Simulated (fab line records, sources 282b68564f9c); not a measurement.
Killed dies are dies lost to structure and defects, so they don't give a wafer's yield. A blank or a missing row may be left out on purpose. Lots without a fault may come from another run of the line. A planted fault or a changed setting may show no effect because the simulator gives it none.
Which tool did it? | flow rit_cmos | 14 lots, 42 wafers sampled, at 3 steps of a route of 202

WHAT THE GAUGES READ, wafer by wafer
RIT_M1_RS_MEAS_01: measures by four-point-probe. Usual: M1_AL_RS 0.0736 ohm/sq, standard deviation 0.00083.
lot  | measured    | on            | M1_AL_RS (ohm/sq)    | flag
L711 | day 3 18:10 | film_metro-04 | 0.0734 0.0744 0.0737 |
L712 | day 3 20:35 | film_metro-01 | 0.0730 0.0746 0.0740 |
L713 | day 4 00:46 | film_metro-01 | 0.0745 0.0745 0.0735 |
L716 | day 4 14:24 | film_metro-03 | 0.0737 0.0721 0.0737 |
L715 | day 4 14:43 | film_metro-04 | 0.0734 0.0734 0.0737 |
L714 | day 4 14:55 | film_metro-03 | 0.0742 0.0745 0.0752 |
L717 | day 4 19:16 | film_metro-04 | 0.0749 0.0749 0.0751 |
L718 | day 5 00:14 | film_metro-04 | 0.0734 0.0735 0.0737 |
L720 | day 5 08:56 | film_metro-03 | 0.0749 0.0731 0.0741 |
L721 | day 5 14:12 | film_metro-01 | 0.0738 0.0730 0.0739 |
L723 | day 6 03:25 | film_metro-03 | 0.0736 0.0720 0.0737 |
L731 | day 8 02:04 | film_metro-03 | 0.0722 0.0768 0.0738 |
L732 | day 8 11:22 | film_metro-03 | 0.0741 0.0750 0.0740 |
L733 | day 8 13:04 | film_metro-04 | 0.0778 0.0736 0.0737 |

RIT_M1_THK_MEAS_02: measures by xrf. Usual: M1_AL_THK 402 nm, standard deviation 5.
lot  | measured    | on            | M1_AL_THK (nm) | flag
L711 | day 3 18:17 | film_metro-04 | 402 398 402    |
L712 | day 3 20:42 | film_metro-01 | 402 395 398    |
L713 | day 4 00:52 | film_metro-01 | 395 395 402    |
L716 | day 4 14:31 | film_metro-03 | 406 412 403    |
L715 | day 4 14:50 | film_metro-04 | 405 402 401    |
L714 | day 4 15:02 | film_metro-03 | 402 402 398    |
L717 | day 4 19:22 | film_metro-04 | 395 394 393    |
L718 | day 5 00:20 | film_metro-04 | 406 404 404    |
L720 | day 5 09:03 | film_metro-03 | 395 407 400    |
L721 | day 5 14:19 | film_metro-01 | 399 404 400    |
L723 | day 6 03:31 | film_metro-03 | 403 410 402    |
L731 | day 8 02:11 | film_metro-03 | 410 387 403    |
L732 | day 8 11:27 | film_metro-03 | 404 396 401    |
L733 | day 8 13:11 | film_metro-04 | 384 405 406    |

WHICH TOOL RAN EACH LOT (tool, then ch and the chambers of the sampled wafers, then the start)
lot  | RIT_M1_SPUTTER_00
L711 | pvd_sputter-01, day 3 17:51
L712 | pvd_sputter-04, day 3 20:17
L713 | pvd_sputter-02, day 4 00:26
L716 | pvd_sputter-04, day 4 14:05
L715 | pvd_sputter-01, day 4 14:24
L714 | pvd_sputter-02, day 4 14:38
L717 | pvd_sputter-04, day 4 18:55
L718 | pvd_sputter-02, day 4 23:55
L720 | pvd_sputter-02, day 5 08:38
L721 | pvd_sputter-04, day 5 13:53
L723 | pvd_sputter-04, day 6 03:04
L731 | pvd_sputter-01, day 8 01:47
L732 | pvd_sputter-04, day 8 11:00
L733 | pvd_sputter-01, day 8 12:46
- RIT_M1_SPUTTER_00: material Al, target thk 400 nm, time 500 s.

WHAT THE TOOLS THEMSELVES READ (means of the sampled wafers that have a number; where no wafer has one, the mark that the record gives instead)
RIT_M1_SPUTTER_00. Usual: throttle_valve_pct 29.5 %, standard deviation 0.95.
lot  | tool           | throttle_valve_pct (%) | flag
L711 | pvd_sputter-01 | 28.8                   |
L712 | pvd_sputter-04 | 29.4                   |
L713 | pvd_sputter-02 | 30.1                   |
L716 | pvd_sputter-04 | 30.1                   |
L715 | pvd_sputter-01 | 28.9                   |
L714 | pvd_sputter-02 | 30.6                   |
L717 | pvd_sputter-04 | 30.0                   |
L718 | pvd_sputter-02 | 29.5                   |
L720 | pvd_sputter-02 | 30.1                   |
L721 | pvd_sputter-04 | 30.4                   |
L723 | pvd_sputter-04 | 30.1                   |
L731 | pvd_sputter-01 | 29.2                   |
L732 | pvd_sputter-04 | 30.1                   |
L733 | pvd_sputter-01 | 29.0                   |

THE ANSWER, worked out from the rows above alone
Rule: a lot is off if the mean of its wafers that have a number lies more than 3 standard deviations from the usual mean. A lot without any number at a reading at which 4 lots or more have one is off too. The other lots that the step has rows for count as sound. The gauges are gone through in route order, then the tools' own readings, and for those a lot's mean is taken as printed above. The first step at which some lot is off is used, and at that step the reading that is off furthest; a lot without a number counts as furthest.
No lot is off at any reading shown: from this, nothing can be told.

WHAT THE SIMULATOR HAD PUT IN
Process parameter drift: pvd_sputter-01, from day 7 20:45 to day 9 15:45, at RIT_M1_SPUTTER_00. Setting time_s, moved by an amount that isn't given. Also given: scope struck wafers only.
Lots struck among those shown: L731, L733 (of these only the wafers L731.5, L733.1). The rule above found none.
